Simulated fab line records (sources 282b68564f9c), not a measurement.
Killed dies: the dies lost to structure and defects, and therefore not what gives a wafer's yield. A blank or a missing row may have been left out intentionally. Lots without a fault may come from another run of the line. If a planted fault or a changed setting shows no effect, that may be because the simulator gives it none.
A struck lot beside a sound one / flow rit cmos / 20 out of 202 route steps
Sound: the wafers L345.3, L345.5, L345.6. Struck: wafers L351.3, L351.4, L351.5. Last of all comes the cause.
For every step that has rows: the tool of each side, followed by ch and its chambers, followed by its first start. Under that, the readings that differ: sound wafers / struck wafers / difference of the means / sigmas: that difference in standard deviations of wafers without a fault.
alike: same words and numbers on both sides, and readings whose means sit less than 2 such deviations apart. not compared: any withheld reading, any reading some wafer has no value for, any bound like >300 that may hide the same value, and any number with overlapping values for which the record gives no deviation.
The two part at a step that has a row with sigmas, a row that says differs or no value, or rows on one side only. When numbers do not overlap yet have no deviation, they are printed without sigmas and do not part them. A reading that every wafer of one side lacks parts them only if that side has two wafers or more.

first, 4 steps without rows for these wafers: RIT_ACTIVE_SOFTBAKE_07 (time 60 s); RIT_ACTIVE_EXPOSE_08 (exposes mask M1, target cd 1400 nm); RIT_ACTIVE_PEB_09; RIT_ACTIVE_DEVELOP_10 (develop time 50 s).
RIT_ACTIVE_CD_MEAS_11 targets a cd of 1400 nm.
  sound on cd sem-02, day 2 10:29; struck on cd sem-02, day 3 16:29
  alike: cd nm
then, 1 step without rows for these wafers: RIT_ACTIVE_HARDBAKE_12 (time 60 s).
RIT_ACTIVE_ETCH_13: etches Si3N4 in SF6, stops on SiO2, time 210 s, target depth 210 nm.
  sound on rie diel-01 ch 0,1,3, day 2 10:43; struck on rie diel-02 ch 0,2,3, day 3 16:43
  alike: drypump motor current A, oes product au, throttle valve pct
  not compared: rf hours counter h
RIT_ACTIVE_STRIP_14: strips in O2, time 180 s.
  sound on plasma asher-03 ch 0,1, day 2 10:54; struck on plasma asher-03 ch 0,1, day 3 16:54
  alike: drypump motor current A
  not compared: rf hours counter h
RIT_ACTIVE_CD_MEAS_90 targets a cd of 1400 nm.
  sound on cd sem-01, day 2 11:08; struck on cd sem-02, day 3 17:04
  alike: cd nm
then, 3 steps without rows for these wafers: RIT_ACTIVE_CLEAN_15 (cleans in SC1, time 600 s); RIT_ACTIVE_CLEAN_16 (cleans in dHF, time 30 s); RIT_ACTIVE_CLEAN_17 (cleans in SC2, time 600 s).
RIT_FOX1_OXIDATION_00: target thk 350.7 nm, ox time 1130 s.
  sound on furnace-03 ch 0, day 2 12:35; struck on furnace-03 ch 0, day 3 19:20
reading=ox time s (s); sound=1130 1130 1130; struck=508.5 508.5 508.5; difference=-621.5; sigmas=
reading=model.SiO2_of_FOX1_OXIDATION_00.thk nm (nm); sound=339.2 346.7 343.2; struck=198.5 201.1 208.7; difference=-140.3; sigmas=
reading=model.Si3N4_of_ACTIVE_CVD_03.thk nm (nm); sound=142.3 142.7 140.9; struck=146.6 146.3 147; difference=+4.7; sigmas=
  alike: ox temp c max
RIT_FOX1_THK_MEAS_01:
  sound on film metro-03, day 2 13:55; struck on film metro-02, day 3 20:40
reading=FOX1_OXIDE_THK (nm); sound=339 346 343; struck=199 201 209; difference=-140; sigmas=-19
then, 2 steps without rows for these wafers: RIT_FOX1_WET_ETCH_02 (etches SiO2 in BOE, target depth 350 nm, time 390 s); RIT_FOX2_OXIDATION_00 (target thk 350.7 nm, ox time 1130 s).
RIT_FOX2_THK_MEAS_01:
  sound on film metro-04, day 2 15:25; struck on film metro-04, day 3 22:53
  alike: FOX2_OXIDE_THK
RIT_FOX2_CLEAN_02: cleans in dHF, time 180 s.
  sound on wet bench-02 ch 1, day 2 15:28; struck on wet bench-02 ch 0, day 3 22:56
reading=model.Si3N4_of_ACTIVE_CVD_03.thk nm (nm); sound=130.5 130.9 129.1; struck=134.8 134.5 135.2; difference=+4.7; sigmas=
then, 1 step without rows for these wafers: RIT_FOX2_WET_ETCH_03 (etches Si3N4 in H3PO4, target depth 195 nm, time 2700 s).
RIT_M1_PROBE_99:
  sound on prober-02, day 4 06:24; struck on prober-01, day 5 13:18
reading=model.etest.nplus sal.width nm (nm); sound=3455 3444 3444; struck=3613 3608 3621; difference=+166; sigmas=
reading=model.etest.pplus sal.width nm (nm); sound=3444 3443 3468; struck=3621 3628 3600; difference=+165; sigmas=
reading=model.etest.pldd.width nm (nm); sound=3187 3195 3183; struck=3306 3290 3274; difference=+102; sigmas=
reading=model.etest.nldd.width nm (nm); sound=3174 3186 3163; struck=3293 3269 3277; difference=+105; sigmas=
reading=model.etest.nmos narrow.drive ua um; sound=221.4 222.5 217.9; struck=240 245.9 240.1; difference=+21; sigmas=
reading=model.etest.pmos narrow.drive ua um; sound=102.8 100.5 99.78; struck=107.8 110.2 109.5; difference=+8.1; sigmas=
reading=model.etest.field p metal.vt v (V); sound=-29.64 -29.91 -29.51; struck=-31.06 -31.29 -30.92; difference=-1.40; sigmas=
reading=model.etest.field p.vt v (V); sound=-12.88 -12.79 -12.83; struck=-13.82 -13.71 -13.69; difference=-0.91; sigmas=
  alike: killed_at_M0_to_M3, killed at contacts, killed at front end, killed dies, killed open, killed short

== WHERE THEY PART ==
Within this record, at RIT_FOX1_THK_MEAS_01 only. Later steps at which nothing parts them and some readings are alike: RIT_FOX2_THK_MEAS_01, RIT_M1_PROBE_99.

WHY: what the simulator had put in
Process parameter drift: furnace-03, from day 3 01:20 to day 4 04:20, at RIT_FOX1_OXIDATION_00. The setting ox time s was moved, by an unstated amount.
